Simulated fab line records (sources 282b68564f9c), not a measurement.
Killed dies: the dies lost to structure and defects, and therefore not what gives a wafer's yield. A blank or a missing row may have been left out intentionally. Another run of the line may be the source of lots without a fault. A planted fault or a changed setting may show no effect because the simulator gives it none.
A struck lot beside a sound one	flow rit_cmos	44 out of 202 route steps
Sound: these wafers, L401.1, L401.3, L401.5. Wafers L407.3, L407.4, L407.6 were the ones struck. The cause is named last.
Order at every step that has rows: each side's tool, ch and its chambers, its first start. Under that, the readings that differ: sound wafers	struck wafers	difference of the means	sigmas: that difference in standard deviations of wafers without a fault.
alike: same words and numbers on both sides, and readings whose means sit less than 2 such deviations apart. not compared: any withheld reading, any reading some wafer has no value for, any bound like >300 that may hide the same value, and any number with overlapping values for which the record gives no deviation.
Wherever a step has rows on one side only, a row that says differs or no value, or a row with sigmas, the two part there. Numbers that don't overlap but have no deviation are shown without sigmas and don't part them. A reading missing from all wafers of one side parts the sides only when that side holds two or more wafers.

first, 4 steps without rows for these wafers: RIT_PLDD_SOFTBAKE_02 (time 60 s); RIT_PLDD_EXPOSE_03 (exposes mask M8, target cd 40900 nm); RIT_PLDD_PEB_04; RIT_PLDD_DEVELOP_05 (develop time 50 s).
RIT_PLDD_OVL_MEAS_06:
  sound: overlay-01 at day 5 08:51; struck: overlay-02 at day 6 10:08
reading	sound	struck	difference	sigmas
PLDD_OVL (nm)	-4.7 -2.8 -2.2	-1.3 1.0 1.0	+3.5	+2
then, 2 steps without rows for these wafers: RIT_PLDD_HARDBAKE_07 (time 60 s); RIT_PLDD_IMPLANT_08.
RIT_PLDD_STRIP_09: strips in O2, time 180 s.
  sound on plasma_asher-04 ch 0,1, day 5 09:11; struck on plasma_asher-04 ch 0,1, day 6 10:31
  alike: drypump_motor_current_A
  not compared: rf_hours_counter_h
RIT_PLDD_TW_MEAS_10:
  sound: film_metro-02 at day 5 09:22; struck: film_metro-02 at day 6 10:39
  alike: PLDD_TW
then, 3 steps without rows for these wafers: RIT_SPACER_CLEAN_00 (cleans in SC1, time 600 s); RIT_SPACER_CLEAN_01 (cleans in dHF, time 30 s); RIT_SPACER_CLEAN_02 (cleans in SC2, time 600 s).
RIT_SPACER_CVD_03: deposits Si3N4 from SiH2Cl2/NH3, target thk 250 nm, time 3300 s.
  sound on lpcvd-01 ch 1, day 5 09:47; struck on lpcvd-02 ch 0, day 6 11:04
reading	sound	struck	difference	sigmas
model.Si3N4_of_SPACER_CVD_03.thk_nm (nm)	253.3 250.4 252.9	167.8 167.8 168.3	-84.2	
RIT_SPACER_THK_MEAS_04:
  sound: film_metro-02 at day 5 11:42; struck: film_metro-03 at day 6 12:59
reading	sound	struck	difference	sigmas
SPACER_NITRIDE_THK (nm)	253.4 250.3 253.0	167.8 167.7 168.2	-84.3	-44
RIT_SPACER_ETCHBACK_05: etches Si3N4 in SF6/CHF3, stops on SiO2, target depth 250 nm, time 240 s.
  sound on rie_diel-04 ch 0,1,3, day 5 11:46; struck on rie_diel-03 ch 1,3, day 6 13:02
reading	sound	struck	difference	sigmas
oes_product_au (a.u.)	0.852 0.837 0.872	0.657 0.645 0.658	-0.200	-18
throttle_valve_pct (%)	10.25 10.57 10.18	10.01 9.92 10.03	-0.35	-3
model.etch.depth_nm (nm)	253.3 250.4 252.9	167.8 167.8 168.3	-84.2	
  alike: drypump_motor_current_A
  not compared: rf_hours_counter_h
then, 6 steps without rows for these wafers: RIT_NSD_HMDS_00 (prime time 60 s); RIT_NSD_COAT_01 (resist thk 1000 nm); RIT_NSD_SOFTBAKE_02 (time 60 s); RIT_NSD_EXPOSE_03 (exposes mask M9, target cd 40700 nm); RIT_NSD_PEB_04; RIT_NSD_DEVELOP_05 (develop time 50 s).
RIT_NSD_OVL_MEAS_06:
  sound: overlay-01 at day 5 12:53; struck: overlay-01 at day 6 14:15
  alike: NSD_OVL
then, 2 steps without rows for these wafers: RIT_NSD_HARDBAKE_07 (time 60 s); RIT_NSD_IMPLANT_08.
RIT_NSD_STRIP_09: strips in O2, time 180 s.
  sound on plasma_asher-03 ch 0,1, day 5 13:22; struck on plasma_asher-04 ch 0,1, day 6 14:47
  alike: drypump_motor_current_A
  not compared: rf_hours_counter_h
RIT_NSD_TW_MEAS_10:
  sound: film_metro-02 at day 5 13:33; struck: film_metro-02 at day 6 14:55
  alike: NSD_TW
then, 6 steps without rows for these wafers: RIT_PSD_HMDS_00 (prime time 60 s); RIT_PSD_COAT_01 (resist thk 1000 nm); RIT_PSD_SOFTBAKE_02 (time 60 s); RIT_PSD_EXPOSE_03 (exposes mask M10, target cd 40900 nm); RIT_PSD_PEB_04; RIT_PSD_DEVELOP_05 (develop time 50 s).
RIT_PSD_OVL_MEAS_06:
  sound: overlay-02 at day 5 14:35; struck: overlay-02 at day 6 16:01
  alike: PSD_OVL
then, 2 steps without rows for these wafers: RIT_PSD_HARDBAKE_07 (time 60 s); RIT_PSD_IMPLANT_08.
RIT_PSD_STRIP_09: strips in O2, time 180 s.
  sound on plasma_asher-02 ch 0,1, day 5 14:59; struck on plasma_asher-01 ch 0,1, day 6 16:25
  alike: drypump_motor_current_A
  not compared: rf_hours_counter_h
RIT_PSD_TW_MEAS_10:
  sound: film_metro-02 at day 5 15:10; struck: film_metro-02 at day 6 16:32
  alike: PSD_TW
then, 3 steps without rows for these wafers: RIT_SDANNEAL_CLEAN_00 (cleans in SC1, time 600 s); RIT_SDANNEAL_CLEAN_01 (cleans in dHF, time 30 s); RIT_SDANNEAL_CLEAN_02 (cleans in SC2, time 600 s).
RIT_SDANNEAL_RTA_03: time 5 s.
  sound on rtp_anneal-02 ch 0, day 5 15:35; struck on rtp_anneal-02 ch 0, day 6 16:58
  alike: wafer_temp_C_max
RIT_SDANNEAL_RS_MEAS_04: a four-point-probe measurement.
  sound: film_metro-04 at day 5 15:38; struck: film_metro-03 at day 6 17:03
  alike: PSD_RS
RIT_SILICIDE_WET_ETCH_00: etches SiO2 in BOE, target depth 14 nm, time 15 s.
  sound on wet_bench-04 ch 3, day 5 16:07; struck on wet_bench-04 ch 3, day 6 17:29
reading	sound	struck	difference	sigmas
model.Si3N4_of_SPACER_CVD_03.thk_nm (nm)	198.3 196.7 194.1	130.7 130.3 131	-65.7	
RIT_M1_PROBE_99:
  the record holds rows for the sound wafers here (prober-01, day 5 23:11) but none for the struck ones

== WHERE THEY PART ==
Earliest at RIT_PLDD_OVL_MEAS_06; latest, in this record, at RIT_M1_PROBE_99.

WHY: whatever the simulator had introduced
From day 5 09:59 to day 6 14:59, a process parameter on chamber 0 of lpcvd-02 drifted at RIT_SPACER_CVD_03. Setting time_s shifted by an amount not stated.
